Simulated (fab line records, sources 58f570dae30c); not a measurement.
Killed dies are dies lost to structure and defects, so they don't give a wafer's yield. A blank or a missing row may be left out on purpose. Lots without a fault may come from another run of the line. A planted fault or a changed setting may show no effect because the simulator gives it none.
Split-lot experiment | flow berkeley_cmos170 | 5 lots, 23 wafers read, on a route of 331 steps

THE SPLIT
At UCB170_M2_METAL_ETCH_18 (etches Al in Cl2/BCl3, stops on SiO2, target depth 1170 nm, time 195 s), the setting icp_w was moved away from the recipe's 600 W on 9 of the 23 wafers read, by -6.8% to +11.4%. The other wafers ran this setting at the recipe's value.

The file shows no step between the split and the reading.

THE READING
oes_product_au, in a.u., at UCB170_M2_STRIP_19 (strips in O2). Fault-free wafers of this fab line usually give 0.568 a.u., standard deviation 0.01 a.u..

wafer  | tool, chamber at the split | icp_w as run, W | against the recipe | oes_product_au, a.u. | against lot-mates on the recipe
L075.2 | rie_metal-01, 0            | 600             | recipe             | 0.577                | -
L075.3 | rie_metal-01, 0            | 559.1           | -6.8%              | 0.629                | +0.058
L075.4 | rie_metal-01, 1            | 600             | recipe             | 0.559                | -
L075.5 | rie_metal-01, 1            | 559.1           | -6.8%              | 0.604                | +0.033
L075.6 | rie_metal-01, 0            | 600             | recipe             | 0.578                | -
L081.1 | rie_metal-04, 0            | 657             | +9.5%              | 0.503                | -0.068
L081.2 | rie_metal-04, 1            | 600             | recipe             | 0.563                | -
L081.3 | rie_metal-04, 0            | 600             | recipe             | 0.571                | -
L081.4 | rie_metal-04, 1            | 657             | +9.5%              | 0.530                | -0.041
L081.5 | rie_metal-04, 0            | 600             | recipe             | 0.579                | -
L080.2 | rie_metal-01, 1            | 580.5           | -3.2%              | 0.590                | +0.007
L080.3 | rie_metal-01, 0            | 600             | recipe             | 0.588                | -
L080.4 | rie_metal-01, 1            | 580.5           | -3.2%              | 0.585                | +0.002
L080.5 | rie_metal-01, 1            | 580.5           | -3.2%              | 0.587                | +0.004
L080.6 | rie_metal-01, 0            | 600             | recipe             | 0.578                | -
L084.1 | rie_metal-04, 1            | 600             | recipe             | 0.566                | -
L084.4 | rie_metal-04, 1            | 600             | recipe             | 0.566                | -
L084.5 | rie_metal-04, 0            | 600             | recipe             | 0.569                | -
L085.1 | rie_metal-01, 0            | 600             | recipe             | 0.581                | -
L085.2 | rie_metal-01, 1            | 600             | recipe             | 0.572                | -
L085.3 | rie_metal-01, 1            | 668.4           | +11.4%             | 0.493                | -0.085
L085.4 | rie_metal-01, 0            | 668.4           | +11.4%             | 0.512                | -0.066
L085.6 | rie_metal-01, 0            | 600             | recipe             | 0.581                | -

THE FIT
A straight line over all 23 wafers: oes_product_au changes by -0.00603 a.u. for each +1% of icp_w; r = -0.96; the points scatter about the line by 0.0094 a.u..
The same after taking each lot's own level away (the mean of its wafers on the recipe; 23 wafers): -0.00598 a.u. for each +1%; r = -0.95; scatter 0.01 a.u..
On that fit, the largest move of icp_w shifts the reading by 0.068 a.u..
The lots' own levels span 0.5670 to 0.5830 a.u., that is 1.6 times the standard deviation above.
So the lot-to-lot level changes the slope little: the two slopes agree.
Check: with one of the wafers moved furthest among these (+11.4%) left out of the fit, the line predicts -0.0653 a.u. for it against its lot-mates. It came out at -0.085 a.u. against them.

OTHER SPLITS ON THESE WAFERS
These wafers also went through other splits before the reading. Each is held against what the fit with the lots' levels taken away leaves over:
other split on the same wafers  | wafers away from the commonest value | r with oes_product_au (lot level and that fit taken away)
UCB170_CONTACT_CVD_01 time_s    | 18                                   | +0.02
UCB170_CONTACT_COAT_04 spin_rpm | 12                                   | +0.06
UCB170_V1_PEB_10 peb_temp_c     | 10                                   | +0.06

THE WHOLE CHAIN: every reading that the file lists as answering this split, in the file's order
step                    | what it does                                                           | reading                                                                   | change (the file's fit)                   | r (the file's)
UCB170_M2_METAL_ETCH_18 | etches Al in Cl2/BCl3, stops on SiO2, target depth 1170 nm, time 195 s | KrF_of_M2_COAT_10.thk_nm (the simulator's own value, which no gauge read) | -5.68 nm for each +1% of the setting      | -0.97
UCB170_M2_METAL_ETCH_18 | etches Al in Cl2/BCl3, stops on SiO2, target depth 1170 nm, time 195 s | SiO2_of_V1_CVD_00.thk_nm (the simulator's own value, which no gauge read) | -0.597 nm for each +1% of the setting     | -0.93
UCB170_M2_STRIP_19      | strips in O2                                                           | oes_product_au                                                            | -0.00612 a.u. for each +1% of the setting | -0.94

THE FILE'S OWN FIT
oes_product_au changes by -0.00612 a.u. for each +1% of icp_w, r = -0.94.
